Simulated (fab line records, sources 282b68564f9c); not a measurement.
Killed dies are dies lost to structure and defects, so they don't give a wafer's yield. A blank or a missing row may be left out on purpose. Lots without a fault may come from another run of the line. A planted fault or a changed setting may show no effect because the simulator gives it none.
Which tool did it? | flow rit_cmos | 15 lots, 45 wafers sampled, at 4 steps of a route of 202

WHAT THE GAUGES READ, wafer by wafer
RIT_NRETRO_OVL_MEAS_06. Usual: NRETRO_OVL 0.2 nm, standard deviation 1.5.
lot  | measured    | on         | NRETRO_OVL (nm) | flag
L534 | day 2 04:43 | overlay-02 | -1.0 1.4 -1.2   |
L536 | day 2 16:07 | overlay-02 | -1.5 2.7 0.3    |
L539 | day 3 06:41 | overlay-02 | 1.5 1.4 3.5     |
L540 | day 3 11:37 | overlay-02 | 1.5 0.6 2.1     |
L541 | day 3 20:23 | overlay-02 | 1.4 1.7 0.7     |
L542 | day 4 00:04 | overlay-01 | 0.2 0.2 -0.6    |
L544 | day 4 08:23 | overlay-02 | 1.6 2.4 2.6     |
L546 | day 4 16:50 | overlay-01 | -0.6 -3.1 -1.3  |
L547 | day 4 22:37 | overlay-01 | 0.9 -0.6 -1.9   |
L551 | day 5 17:48 | overlay-01 | -2.0 -3.2 -1.5  |
L552 | day 5 23:39 | overlay-01 | 2.4 0.5 0.9     |
L553 | day 6 04:49 | overlay-02 | -0.5 1.2 0.0    |
L554 | day 6 09:50 | overlay-02 | -0.6 -2.4 -0.9  |
L556 | day 6 18:53 | overlay-02 | 1.0 -1.3 -0.5   |
L557 | day 6 23:46 | overlay-02 | -0.3 1.6 0.5    |

RIT_GATE_THK_MEAS_07. Usual: GATE_OXIDE_THK 3.03 nm, standard deviation 0.07.
lot  | measured    | on            | GATE_OXIDE_THK (nm) | flag
L534 | day 2 09:00 | film_metro-01 | 3.07 3.02 3.01      |
L536 | day 2 20:08 | film_metro-02 | 3.13 3.07 3.13      |
L539 | day 3 13:22 | film_metro-02 | 3.12 3.12 3.07      |
L540 | day 3 16:37 | film_metro-04 | 3.05 3.12 3.04      |
L541 | day 4 01:02 | film_metro-02 | 3.07 3.08 3.00      |
L542 | day 4 04:17 | film_metro-01 | 3.08 2.99 3.04      |
L544 | day 4 12:25 | film_metro-04 | 3.04 3.00 3.01      |
L546 | day 4 21:09 | film_metro-01 | 2.99 3.05 3.04      |
L547 | day 5 03:55 | film_metro-02 | 3.06 3.01 2.98      |
L551 | day 5 21:58 | film_metro-01 | 3.06 3.04 2.95      |
L552 | day 6 03:45 | film_metro-04 | 3.00 3.05 2.92      |
L553 | day 6 09:38 | film_metro-01 | 2.93 2.99 2.92      |
L554 | day 6 13:56 | film_metro-01 | 3.02 3.07 2.97      |
L556 | day 6 22:54 | film_metro-02 | 3.17 3.12 3.06      |
L557 | day 7 04:23 | film_metro-01 | 2.98 2.88 2.89      |

RIT_PLDD_OVL_MEAS_06. Usual: PLDD_OVL -0.6 nm, standard deviation 1.5.
lot  | measured    | on         | PLDD_OVL (nm)  | flag
L534 | day 2 18:31 | overlay-01 | 0.5 1.3 1.4    |
L536 | day 3 06:23 | overlay-01 | 0.4 -0.8 1.3   |
L539 | day 3 23:34 | overlay-01 | -1.8 -2.0 -2.2 |
L540 | day 4 02:17 | overlay-02 | -0.2 -1.3 0.2  |
L541 | day 4 11:07 | overlay-01 | 3.2 -0.3 1.6   |
L542 | day 4 12:57 | overlay-02 | 0.0 -1.3 0.0   |
L544 | day 4 21:12 | overlay-02 | -0.9 -0.7 0.8  |
L546 | day 5 06:00 | overlay-01 | -3.6 -2.4 -3.1 |
L547 | day 5 12:53 | overlay-02 | -0.7 -1.5 -0.8 |
L551 | day 6 08:04 | overlay-01 | -1.0 -0.5 -0.4 |
L552 | day 6 13:02 | overlay-01 | -1.1 -1.0 -1.3 |
L553 | day 6 18:31 | overlay-02 | -0.1 -2.1 -1.4 |
L554 | day 6 23:25 | overlay-01 | 0.3 -0.4 0.8   |
L556 | day 7 11:01 | overlay-01 | -2.9 -3.0 -3.9 |
L557 | day 7 15:25 | overlay-02 | -1.0 -2.3 0.3  |

WHICH TOOL RAN EACH LOT (tool, then ch and the chambers of the sampled wafers, then the start)
lot  | RIT_NLDD_DEVELOP_05
L534 | litho_track-01 ch 0, day 2 16:00
L536 | litho_track-02 ch 0, day 3 04:00
L539 | litho_track-01 ch 0, day 3 22:00
L540 | litho_track-03 ch 0, day 4 00:00
L541 | litho_track-02 ch 0, day 4 09:00
L542 | litho_track-03 ch 0, day 4 11:00
L544 | litho_track-02 ch 0, day 4 19:00
L546 | litho_track-01 ch 0, day 5 04:00
L547 | litho_track-02 ch 0, day 5 11:00
L551 | litho_track-03 ch 0, day 6 06:00
L552 | litho_track-01, day 6 11:00
L553 | litho_track-02, day 6 16:00
L554 | litho_track-02, day 6 21:00
L556 | litho_track-03 ch 0, day 7 09:00
L557 | litho_track-02 ch 0, day 7 13:00
- RIT_NLDD_DEVELOP_05: develop time 50 s.

WHAT THE TOOLS THEMSELVES READ (means of the sampled wafers that have a number; where no wafer has one, the mark that the record gives instead)
RIT_NLDD_DEVELOP_05. Usual: chill_plate_temp_C 23.01 C, standard deviation 0.11.
lot  | tool           | chill_plate_temp_C (C) | flag
L534 | litho_track-01 | 23.01                  |
L536 | litho_track-02 | 23.02                  |
L539 | litho_track-01 | 22.84                  |
L540 | litho_track-03 | 23.09                  |
L541 | litho_track-02 | 22.98                  |
L542 | litho_track-03 | 23.04                  |
L544 | litho_track-02 | 23.06                  |
L546 | litho_track-01 | 23.07                  |
L547 | litho_track-02 | 23.07                  |
L551 | litho_track-03 | 23.00                  |
L552 | litho_track-01 | -                      | OFF
L553 | litho_track-02 | -                      | OFF
L554 | litho_track-02 | -                      | OFF
L556 | litho_track-03 | 22.92                  |
L557 | litho_track-02 | 22.88                  |

THE ANSWER, worked out from the rows above alone
Rule: a lot is off if the mean of its wafers that have a number lies more than 3 standard deviations from the usual mean. A lot without any number at a reading at which 4 lots or more have one is off too. The other lots that the step has rows for count as sound. The gauges are gone through in route order, then the tools' own readings, and for those a lot's mean is taken as printed above. The first step at which some lot is off is used, and at that step the reading that is off furthest; a lot without a number counts as furthest.
Off: L552, L553, L554, at RIT_NLDD_DEVELOP_05 (chill_plate_temp_C). Without a number there: L552, L553, L554.
A tool fits if, at that step or a process step before it, it ran every lot that is off, and no sound lot after the first of them. None of those tried fits.

WHAT THE SIMULATOR HAD PUT IN
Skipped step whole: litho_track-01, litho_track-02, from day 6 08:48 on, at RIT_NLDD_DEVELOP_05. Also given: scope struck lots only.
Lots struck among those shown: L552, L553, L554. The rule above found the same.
